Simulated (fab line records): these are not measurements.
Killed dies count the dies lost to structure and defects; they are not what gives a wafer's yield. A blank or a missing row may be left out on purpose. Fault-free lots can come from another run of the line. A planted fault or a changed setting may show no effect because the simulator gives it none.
fab line records	flow rit_cmos
[record] lots = 14	wafers = 42	last_day = 8
route steps=202 shown M1@184
lots that met no fault: from a run of the same line without faults
start_h: the number of hours between the record's first day and the start of the first shown wafer of the lot	wait_h: hours since the lot's step before	" unchanged from the row above	L1.1+2: a row that stands for several wafers	- no value present, or no start provided	* or withheld: withheld	< > ~ a bound
route shown NAME@n: a module of which the file shows steps, and the number in the route of the first	usual: mean/standard deviation of fault-free wafers	same: alike in all rows	chamber/n: place in a boat	sites: each site's reading	_std_site: the standard deviation of these	_edge_site: mean of outer sites minus mean of inner sites	radius_mm: for every site, how far away it sits from the centre of the wafer	mask NAME#n: copy n	behind: the tool/chamber that last shaped the wafer	hold: why the lot went on hold/how many hours it stayed there/how the hold came to an end	device: transistor that didn't switch, given as n, p or np	end of line: the tests these same wafers got at the end of their route	a step with no rows: only its recipe	killed: dies lost to structure and defects at the first sort, not the wafer's yield	map: the dies of a wafer, with x for killed, . for not killed, _ for no die there
set.NAME: the setting the step ran with; set.NAME@STEP: the setting that earlier step ran with	model.NAME: the simulator's own value behind a step, which no gauge read
a sample of lots followed through the steps of the route, with each step as a table and each wafer as a row
services: when a tool's chamber went out of use (start_h, in hours from the record's first day, below 0 if earlier), for how many hours, and the reason
[[steps]]
[step RIT_M1_SPUTTER_00]
[recipe] material = Al	target_thk_nm = 400	power_w = 2000	chamber_pressure_pa = 0.4	gas = Ar	time_s = 500	substrate_temp_c = 25
[usual] throttle_valve_pct = 29.5/0.95
lot.wafer	tool	chamber	start_h	wait_h	throttle_valve_pct
L711.2	pvd_sputter-01	-	65.85	0.0	28.3
L711.4	"	-	"	"	28.9
L711.6	"	-	"	"	29.2
L712.1	pvd_sputter-04	-	68.28	0.0	30.1
L712.4	"	-	"	"	30.5
L712.5	"	-	"	"	27.7
L713.2	pvd_sputter-02	-	72.44	0.0	30.7
L713.5	"	-	"	"	30.0
L713.6	"	-	"	"	29.6
L716.2	pvd_sputter-04	-	86.09	0.0	29.9
L716.4	"	-	"	"	30.2
L716.5	"	-	"	"	30.1
L715.2	pvd_sputter-01	-	86.40	0.0	29.2
L715.3	"	-	"	"	28.4
L715.6	"	-	"	"	29.2
L714.1	pvd_sputter-02	-	86.63	0.0	30.4
L714.2	"	-	"	"	30.6
L714.6	"	-	"	"	30.9
L717.3	pvd_sputter-04	-	90.92	0.0	30.2
L717.4	"	-	"	"	30.1
L717.5	"	-	"	"	29.8
L718.2	pvd_sputter-02	-	95.91	0.0	30.1
L718.3	"	-	"	"	30.5
L718.4	"	-	"	"	27.9
L720.1	pvd_sputter-02	-	104.63	0.0	30.3
L720.2	"	-	"	"	30.0
L720.6	"	-	"	"	30.1
L721.2	pvd_sputter-04	-	109.88	0.0	30.4
L721.5	"	-	"	"	30.0
L721.6	"	-	"	"	30.7
L723.4	pvd_sputter-04	-	123.07	0.0	30.4
L723.5	"	-	"	"	30.1
L723.6	"	-	"	"	29.9
L731.1	pvd_sputter-01	-	169.78	0.0	29.4
L731.5	"	-	"	"	29.3
L731.6	"	-	"	"	29.0
L732.4	pvd_sputter-04	-	179.00	0.0	30.1
L732.5	"	-	"	"	29.9
L732.6	"	-	"	"	30.4
L733.1	pvd_sputter-01	-	180.77	0.0	29.4
L733.4	"	-	"	"	28.4
L733.6	"	-	"	"	29.3
[step RIT_M1_RS_MEAS_01]
[recipe] thk_meas_gauge = four-point-probe	reads = Al_of_M1_SPUTTER_00
[usual] M1_AL_RS = 0.0736/0.00083
lot.wafer	tool	chamber	start_h	wait_h	M1_AL_RS[ohm/sq]
L711.2	film_metro-04	-	66.17	0.2	0.0734
L711.4	"	-	"	"	0.0744
L711.6	"	-	"	"	0.0737
L712.1	film_metro-01	-	68.58	0.1	0.0730
L712.4	"	-	"	"	0.0746
L712.5	"	-	"	"	0.0740
L713.2	film_metro-01	-	72.76	0.2	0.0745
L713.5	"	-	"	"	0.0745
L713.6	"	-	"	"	0.0735
L716.2	film_metro-03	-	86.40	0.2	0.0737
L716.4	"	-	"	"	0.0721
L716.5	"	-	"	"	0.0737
L715.2	film_metro-04	-	86.72	0.2	0.0734
L715.3	"	-	"	"	0.0734
L715.6	"	-	"	"	0.0737
L714.1	film_metro-03	-	86.92	0.1	0.0742
L714.2	"	-	"	"	0.0745
L714.6	"	-	"	"	0.0752
L717.3	film_metro-04	-	91.26	0.2	0.0749
L717.4	"	-	"	"	0.0749
L717.5	"	-	"	"	0.0751
L718.2	film_metro-04	-	96.23	0.2	0.0734
L718.3	"	-	"	"	0.0735
L718.4	"	-	"	"	0.0737
L720.1	film_metro-03	-	104.93	0.1	0.0749
L720.2	"	-	"	"	0.0731
L720.6	"	-	"	"	0.0741
L721.2	film_metro-01	-	110.20	0.2	0.0738
L721.5	"	-	"	"	0.0730
L721.6	"	-	"	"	0.0739
L723.4	film_metro-03	-	123.42	0.2	0.0736
L723.5	"	-	"	"	0.0720
L723.6	"	-	"	"	0.0737
L731.1	film_metro-03	-	170.07	0.1	0.0722
L731.5	"	-	"	"	0.0768
L731.6	"	-	"	"	0.0738
L732.4	film_metro-03	-	179.36	0.2	0.0741
L732.5	"	-	"	"	0.0750
L732.6	"	-	"	"	0.0740
L733.1	film_metro-04	-	181.07	0.1	0.0778
L733.4	"	-	"	"	0.0736
L733.6	"	-	"	"	0.0737
[step RIT_M1_THK_MEAS_02]
[recipe] thk_meas_gauge = xrf	reads = Al_of_M1_SPUTTER_00
[usual] M1_AL_THK = 402/5
lot.wafer	tool	chamber	start_h	wait_h	M1_AL_THK[nm]
L711.2	film_metro-04	-	66.28	0.1	402
L711.4	"	-	"	"	398
L711.6	"	-	"	"	402
L712.1	film_metro-01	-	68.70	0.1	402
L712.4	"	-	"	"	395
L712.5	"	-	"	"	398
L713.2	film_metro-01	-	72.87	0.1	395
L713.5	"	-	"	"	395
L713.6	"	-	"	"	402
L716.2	film_metro-03	-	86.51	0.1	406
L716.4	"	-	"	"	412
L716.5	"	-	"	"	403
L715.2	film_metro-04	-	86.83	0.1	405
L715.3	"	-	"	"	402
L715.6	"	-	"	"	401
L714.1	film_metro-03	-	87.04	0.1	402
L714.2	"	-	"	"	402
L714.6	"	-	"	"	398
L717.3	film_metro-04	-	91.36	0.1	395
L717.4	"	-	"	"	394
L717.5	"	-	"	"	393
L718.2	film_metro-04	-	96.34	0.1	406
L718.3	"	-	"	"	404
L718.4	"	-	"	"	404
L720.1	film_metro-03	-	105.05	0.1	395
L720.2	"	-	"	"	407
L720.6	"	-	"	"	400
L721.2	film_metro-01	-	110.31	0.1	399
L721.5	"	-	"	"	404
L721.6	"	-	"	"	400
L723.4	film_metro-03	-	123.51	0.1	403
L723.5	"	-	"	"	410
L723.6	"	-	"	"	402
L731.1	film_metro-03	-	170.19	0.1	410
L731.5	"	-	"	"	387
L731.6	"	-	"	"	403
L732.4	film_metro-03	-	179.45	0.1	404
L732.5	"	-	"	"	396
L732.6	"	-	"	"	401
L733.1	film_metro-04	-	181.19	0.1	384
L733.4	"	-	"	"	405
L733.6	"	-	"	"	406
[step RIT_M1_METAL_ETCH_12]
[recipe] stop_on = SiO2	chemistry = Cl2/BCl3	target = Al	time_s = 165	over_etch_frac = 0.5	pressure_mtorr = 100	target_depth_a = 6000	rf_w = 250	Cl2_flow_sccm = 60	bcl3_flow_sccm = 50
[usual] drypump_motor_current_A = 5.7/0.57	oes_product_au = 0.773/0.0099	throttle_valve_pct = 8.30/0.14
lot.wafer	tool	chamber	start_h	wait_h	drypump_motor_current_A	oes_product_au	rf_hours_counter_h	throttle_valve_pct
L711.2	rie_metal-03	0	67.74	0.2	5.7	0.769	38	8.41
L711.4	"	1	"	"	5.8	0.776	-	8.25
L711.6	"	0	"	"	5.7	0.763	-	8.40
L712.1	rie_metal-04	1	70.17	0.2	5.0	0.767	1	8.35
L712.4	"	0	"	"	6.5	0.774	-	8.36
L712.5	"	1	"	"	5.0	0.761	-	8.35
L713.2	rie_metal-01	1	74.78	0.2	5.0	0.768	4	8.05
L713.5	"	1	"	"	5.0	0.766	-	8.04
L713.6	"	0	"	"	6.1	0.779	-	8.44
L716.2	rie_metal-03	0	88.17	0.2	5.7	0.773	38	8.42
L716.4	"	1	"	"	5.8	0.781	-	8.27
L716.5	"	1	"	"	5.8	0.780	-	8.27
L715.2	rie_metal-04	0	88.48	0.2	6.5	0.785	1	8.36
L715.3	"	0	"	"	6.5	0.782	-	8.36
L715.6	"	1	"	"	4.9	0.756	-	8.33
L714.1	rie_metal-01	0	88.80	0.2	6.1	0.777	4	8.44
L714.2	"	1	"	"	5.0	0.765	4	8.02
L714.6	"	1	"	"	5.0	0.757	-	8.04
L717.3	rie_metal-03	0	93.04	0.2	5.7	0.761	-	8.41
L717.4	"	1	"	"	5.8	0.772	-	8.25
L717.5	"	1	"	"	5.8	0.766	-	8.26
L718.2	rie_metal-04	0	97.80	0.2	6.5	0.783	1	8.35
L718.3	"	0	"	"	6.5	0.772	-	8.36
L718.4	"	1	"	"	4.9	0.762	-	8.35
L720.1	rie_metal-03	0	106.52	0.2	5.7	0.751	39	8.42
L720.2	"	1	"	"	5.8	0.777	33	8.27
L720.6	"	1	"	"	5.8	0.773	-	8.27
L721.2	rie_metal-04	1	111.82	0.2	4.9	0.765	1	8.33
L721.5	"	0	"	"	6.5	0.788	-	8.36
L721.6	"	1	"	"	4.9	0.758	-	8.35
L723.4	rie_metal-03	1	125.01	0.1	5.8	0.776	-	8.27
L723.5	"	1	"	"	5.8	0.792	-	8.25
L723.6	"	0	"	"	5.7	0.753	-	8.42
L731.1	rie_metal-04	1	171.70	0.2	4.9	0.775	2	8.35
L731.5	"	1	"	"	4.9	0.744	-	8.36
L731.6	"	0	"	"	6.5	0.780	-	8.33
L732.4	rie_metal-03	0	181.01	0.1	5.6	0.781	-	8.40
L732.5	"	0	"	"	5.7	0.775	-	8.41
L732.6	"	1	"	"	5.8	0.773	-	8.26
L733.1	rie_metal-01	1	182.53	0.2	5.0	0.748	5	8.05
L733.4	"	0	"	"	6.1	0.786	-	8.44
L733.6	"	0	"	"	6.1	0.785	-	8.45
[step RIT_M1_PROBE_99]
[usual] defect_limited_yield = 97.3/1.1	killed_at_M0_to_M3 = 0.0/0.12	killed_at_contacts = 0.0/0.2	killed_at_front_end = 7/3	killed_dies = 7/3	killed_open = 3.4/1.8	killed_short = 3.8/2.1	sort_bin_3_pad_short = 0.2/0.27	sort_bin_5_function = 1.5/0.8	sort_bin_6_memory = 1.1/0.7	sort_n_pass = 257/3	sort_yield_pct = 97.3/1.1
[same] gross_dies = 264	killed_at_M4_up = 0	killed_at_back_side = 0	killed_at_other = 0
lot.wafer	tool	chamber	start_h	wait_h	defect_limited_yield[%]	killed_at_M0_to_M3	killed_at_contacts	killed_at_front_end	killed_dies	killed_open	killed_short	sort_bin_3_pad_short[%]	sort_bin_5_function[%]	sort_bin_6_memory[%]	sort_n_pass	sort_yield_pct[%]
L711.2	prober-02	-	70.21	0.1	94.7	0	0	14	14	7	7	0.4	3.4	1.5	250	94.7
L711.4	prober-02	-	70.31	0.2	97.0	0	0	8	8	3	5	0.4	0.8	1.9	256	97.0
L711.6	prober-02	-	70.41	0.2	97.7	0	0	6	6	2	4	0	1.5	0.8	258	97.7
L712.1	prober-01	-	72.42	0.1	95.8	0	0	11	11	9	2	0	2.3	1.9	253	95.8
L712.4	prober-01	-	72.57	0.2	97.7	0	0	6	6	3	3	0	1.1	1.1	258	97.7
L712.5	prober-01	-	72.62	0.2	98.1	0	0	5	5	4	1	0	1.5	0.4	259	98.1
L713.2	prober-02	-	77.26	0.1	97.3	0	0	7	7	3	4	0.4	1.1	1.1	257	97.3
L713.5	prober-02	-	77.41	0.2	98.1	0	0	5	5	1	4	0	1.1	0.8	259	98.1
L713.6	prober-02	-	77.46	0.2	97.3	0	0	7	7	4	3	0	1.9	0.8	257	97.3
L716.2	prober-01	-	90.68	0.1	97.0	0	0	8	8	3	5	0	1.5	1.5	256	97.0
L716.4	prober-01	-	90.78	0.2	96.6	0	0	9	9	5	4	0.4	1.5	1.5	255	96.6
L716.5	prober-01	-	90.83	0.2	98.9	0	0	3	3	0	3	0	0.4	0.8	261	98.9
L714.1	prober-01	-	92.13	0.1	97.7	0	0	6	6	5	1	0	1.9	0.4	258	97.7
L714.2	prober-01	-	92.18	0.1	97.3	0	0	7	7	3	4	0.4	1.1	1.1	257	97.3
L714.6	prober-01	-	92.38	0.2	98.5	0	0	4	4	3	1	0	1.5	0	260	98.5
L715.2	prober-02	-	92.18	0.1	98.1	0	0	5	5	3	2	0	1.1	0.8	259	98.1
L715.3	prober-02	-	92.23	0.2	97.3	0	0	7	7	4	3	0	1.9	0.8	257	97.3
L715.6	prober-02	-	92.38	0.2	99.2	0	0	2	2	2	0	0	0.4	0.4	262	99.2
L717.3	prober-01	-	95.33	0.2	98.1	0	0	5	5	1	4	0.4	0.8	0.8	259	98.1
L717.4	prober-01	-	95.38	0.2	98.1	0	0	5	5	0	5	0.4	1.5	0	259	98.1
L717.5	prober-01	-	95.43	0.2	98.5	0	0	4	4	2	2	0	0.8	0.8	260	98.5
L718.2	prober-02	-	100.10	0.1	98.9	0	0	3	3	1	2	0	0.8	0.4	261	98.9
L718.3	prober-02	-	100.15	0.2	98.9	0	0	3	3	2	1	0	0.8	0.4	261	98.9
L718.4	prober-02	-	100.20	0.2	99.2	0	0	2	2	1	1	0	0.8	0	262	99.2
L720.1	prober-02	-	108.77	0.1	97.0	0	0	8	8	2	6	0.8	0	2.3	256	97.0
L720.2	prober-02	-	108.82	0.1	97.3	0	0	7	7	2	5	0	1.1	1.5	257	97.3
L720.6	prober-02	-	109.02	0.2	97.0	0	0	8	8	5	3	0.4	0.8	1.9	256	97.0
L721.2	prober-01	-	114.12	0.1	96.6	0	0	9	9	4	5	0.4	1.5	1.5	255	96.6
L721.5	prober-01	-	114.27	0.2	96.2	0	0	10	10	4	6	0	3.0	0.8	254	96.2
L721.6	prober-01	-	114.32	0.2	98.5	0	0	4	4	3	1	0	0.8	0.8	260	98.5
L723.4	prober-01	-	127.36	0.2	98.9	0	0	3	3	2	1	0	1.1	0	261	98.9
L723.5	prober-01	-	127.41	0.2	98.9	0	0	3	3	3	0	0	0.4	0.8	261	98.9
L723.6	prober-01	-	127.46	0.2	97.3	0	1	6	7	5	2	0	1.5	1.1	257	97.3
L731.1	prober-01	-	173.96	0.1	97.0	1	0	7	8	2	6	0.8	0.8	1.5	256	97.0
L731.5	prober-01	-	174.16	0.2	95.8	0	0	11	11	6	5	0	2.3	1.9	253	95.8
L731.6	prober-01	-	174.21	0.2	97.3	0	0	7	7	3	4	0	1.5	1.1	257	97.3
L732.4	prober-02	-	183.36	0.2	97.3	0	0	7	7	3	4	0.4	1.9	0.4	257	97.3
L732.5	prober-02	-	183.41	0.2	99.2	0	0	2	2	2	0	0	0.4	0.4	262	99.2
L732.6	prober-02	-	183.46	0.2	98.1	0	0	5	5	2	3	0	1.5	0.4	259	98.1
L733.1	prober-01	-	184.78	0.1	97.0	0	0	8	8	3	5	0.4	0.4	2.3	256	97.0
L733.4	prober-01	-	184.93	0.2	97.0	0	1	7	8	5	3	0	1.5	1.5	256	97.0
L733.6	prober-01	-	185.03	0.2	93.6	0	0	17	17	4	13	0	2.7	3.8	247	93.6
// killed by level:class
L711.2 GATE:geometric_particle:open=4 GATE:geometric_particle:short=4 SILICIDE:geometric_particle:short=2 FOX1:geometric_particle:open=1 REOX:geometric_particle:open=1 SPACER:geometric_particle:short=1 SPACER:geometric_particle:open=1
L711.4 GATE:geometric_particle:short=2 SPACER:geometric_particle:open=2 SPACER:geometric_particle:short=2 SILICIDE:geometric_particle:short=1 SILICIDE:geometric_particle:open=1
L711.6 REOX:geometric_particle:short=2 FOX1:geometric_particle:open=1 GATE:geometric_particle:short=1 REOX:geometric_particle:open=1 SPACER:geometric_particle:short=1
L712.1 GATE:geometric_particle:open=5 FOX2:geometric_particle:open=2 FOX1:geometric_particle:short=1 REOX:geometric_particle:short=1 SPACER:geometric_particle:open=1 SILICIDE:geometric_particle:open=1
L712.4 GATE:geometric_particle:open=3 FOX1:geometric_particle:short=1 FOX2:geometric_particle:short=1 SILICIDE:geometric_particle:short=1
L712.5 SILICIDE:geometric_particle:open=3 FOX2:geometric_particle:open=1 GATE:geometric_particle:short=1
L713.2 GATE:geometric_particle:short=3 FOX1:geometric_particle:open=1 FOX2:geometric_particle:open=1 REOX:geometric_particle:short=1 SPACER:geometric_particle:open=1
L713.5 GATE:geometric_particle:short=2 FOX1:geometric_particle:short=1 FOX2:geometric_particle:open=1 SPACER:geometric_particle:short=1
L713.6 FOX1:geometric_particle:open=1 FOX2:geometric_particle:open=1 GATE:geometric_particle:short=1 REOX:geometric_particle:short=1 REOX:geometric_particle:open=1 SPACER:geometric_particle:open=1 SILICIDE:geometric_particle:short=1
L716.2 GATE:geometric_particle:short=5 GATE:geometric_particle:open=2 SPACER:geometric_particle:open=1
L716.4 GATE:geometric_particle:open=4 GATE:geometric_particle:short=3 FOX2:geometric_particle:open=1 SILICIDE:geometric_particle:short=1
L716.5 FOX1:geometric_particle:short=1 GATE:geometric_particle:short=1 REOX:geometric_particle:short=1
L714.1 GATE:geometric_particle:open=5 SPACER:geometric_particle:short=1
L714.2 GATE:geometric_particle:short=3 SILICIDE:geometric_particle:open=2 FOX1:geometric_particle:short=1 REOX:geometric_particle:open=1
L715.2 GATE:geometric_particle:short=2 FOX1:geometric_particle:open=1 GATE:geometric_particle:open=1 SPACER:geometric_particle:open=1
L715.3 SPACER:geometric_particle:short=2 SPACER:geometric_particle:open=2 FOX1:geometric_particle:open=1 FOX2:geometric_particle:open=1 REOX:geometric_particle:short=1
L714.6 SPACER:geometric_particle:open=2 FOX1:geometric_particle:short=1 GATE:geometric_particle:open=1
L715.6 FOX1:geometric_particle:open=1 SILICIDE:geometric_particle:open=1
L717.3 FOX1:geometric_particle:short=2 FOX2:geometric_particle:short=1 SPACER:geometric_particle:open=1 SILICIDE:geometric_particle:short=1
L717.4 GATE:geometric_particle:short=3 FOX2:geometric_particle:short=1 SPACER:geometric_particle:short=1
L717.5 GATE:geometric_particle:open=2 FOX1:geometric_particle:short=1 SPACER:geometric_particle:short=1
L718.2 REOX:geometric_particle:short=2 SILICIDE:geometric_particle:open=1
L718.3 GATE:geometric_particle:open=1 GATE:geometric_particle:short=1 REOX:geometric_particle:open=1
L718.4 GATE:geometric_particle:open=1 SPACER:geometric_particle:short=1
L720.1 GATE:geometric_particle:short=3 FOX1:geometric_particle:open=2 FOX1:geometric_particle:short=2 SILICIDE:geometric_particle:short=1
L720.2 GATE:geometric_particle:short=3 GATE:geometric_particle:open=2 FOX1:geometric_particle:short=1 SILICIDE:geometric_particle:short=1
L720.6 GATE:geometric_particle:short=3 REOX:geometric_particle:open=3 FOX1:geometric_particle:open=1 GATE:geometric_particle:open=1
L721.2 GATE:geometric_particle:open=4 GATE:geometric_particle:short=3 FOX1:geometric_particle:short=2
L721.5 GATE:geometric_particle:short=3 FOX2:geometric_particle:open=2 SPACER:geometric_particle:short=2 SILICIDE:geometric_particle:open=2 SILICIDE:geometric_particle:short=1
L721.6 GATE:geometric_particle:open=2 GATE:geometric_particle:short=1 SILICIDE:geometric_particle:open=1
L723.4 GATE:geometric_particle:open=1 SPACER:geometric_particle:short=1 SPACER:geometric_particle:open=1
L723.5 SPACER:geometric_particle:open=2 GATE:geometric_particle:open=1
L723.6 GATE:geometric_particle:open=2 GATE:geometric_particle:short=2 FOX1:geometric_particle:open=1 SPACER:geometric_particle:open=1 CONTACT:geometric_particle:open=1
L731.1 GATE:geometric_particle:short=4 GATE:geometric_particle:open=2 FOX1:geometric_particle:short=1 M1:geometric_particle:short=1
L731.5 GATE:geometric_particle:short=4 SILICIDE:geometric_particle:open=2 GATE:geometric_particle:open=2 REOX:geometric_particle:open=1 SPACER:geometric_particle:short=1 SPACER:geometric_particle:open=1
L731.6 GATE:geometric_particle:short=4 REOX:geometric_particle:open=2 GATE:geometric_particle:open=1
L732.4 FOX1:geometric_particle:open=1 FOX1:geometric_particle:short=1 FOX2:geometric_particle:short=1 FOX2:geometric_particle:open=1 SPACER:geometric_particle:short=1 SILICIDE:geometric_particle:short=1 SILICIDE:geometric_particle:open=1
L732.5 SILICIDE:geometric_particle:open=2
L732.6 FOX1:geometric_particle:short=1 FOX2:geometric_particle:open=1 GATE:geometric_particle:short=1 SPACER:geometric_particle:open=1 SILICIDE:geometric_particle:short=1
L733.1 SPACER:geometric_particle:short=2 FOX2:geometric_particle:open=1 FOX2:geometric_particle:short=1 GATE:geometric_particle:open=1 GATE:geometric_particle:short=1 REOX:geometric_particle:short=1 SILICIDE:geometric_particle:open=1
L733.4 REOX:geometric_particle:open=2 SPACER:geometric_particle:open=2 REOX:geometric_particle:short=1 SPACER:geometric_particle:short=1 SILICIDE:geometric_particle:short=1 CONTACT:geometric_particle:open=1
L733.6 GATE:geometric_particle:short=4 FOX1:geometric_particle:short=3 SPACER:geometric_particle:short=3 FOX2:geometric_particle:short=2 FOX1:geometric_particle:open=1 GATE:geometric_particle:open=1 REOX:geometric_particle:open=1 SPACER:geometric_particle:open=1
[[services]]
tool	chamber	start_h	hours	kind
pvd_sputter-04	-	53.08	2.2	repair
pvd_sputter-01	-	61.80	3.1	repair
pvd_sputter-04	-	113.84	1.0	repair
rie_metal-03	-	136.12	20.0	pm
rie_metal-03	0	136.12	20.0	vent_cycle
rie_metal-03	1	136.12	20.0	vent_cycle
rie_metal-03	0	156.12	-	clean
rie_metal-03	1	156.12	-	clean
rie_metal-03	1	165.57	9.7	repair
[[key]]
[first_sign] step = RIT_M1_RS_MEAS_01	reading = M1_AL_RS	direction = up	sigmas = 4.5	usual = 0.0736	struck = 0.0773
[effect] step = RIT_M1_THK_MEAS_02	reading = M1_AL_THK	direction = down	sigmas = 3.3	usual = 402	struck = 386
[effect] step = RIT_M1_METAL_ETCH_12	reading = oes_product_au	direction = down	sigmas = 2.8	usual = 0.773	struck = 0.746
met_at RIT_M1_SPUTTER_00
struck_lots L731,L733
struck_wafers L731.5,L733.1
[fault] kind = process_parameter_drift	tool = pvd_sputter-01	chamber = -	onset_h = 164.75	steps = RIT_M1_SPUTTER_00	channel = time_s	offset = *	shape = step	end_h = 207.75	acts_in = *	stated = *	scope = struck_wafers_only
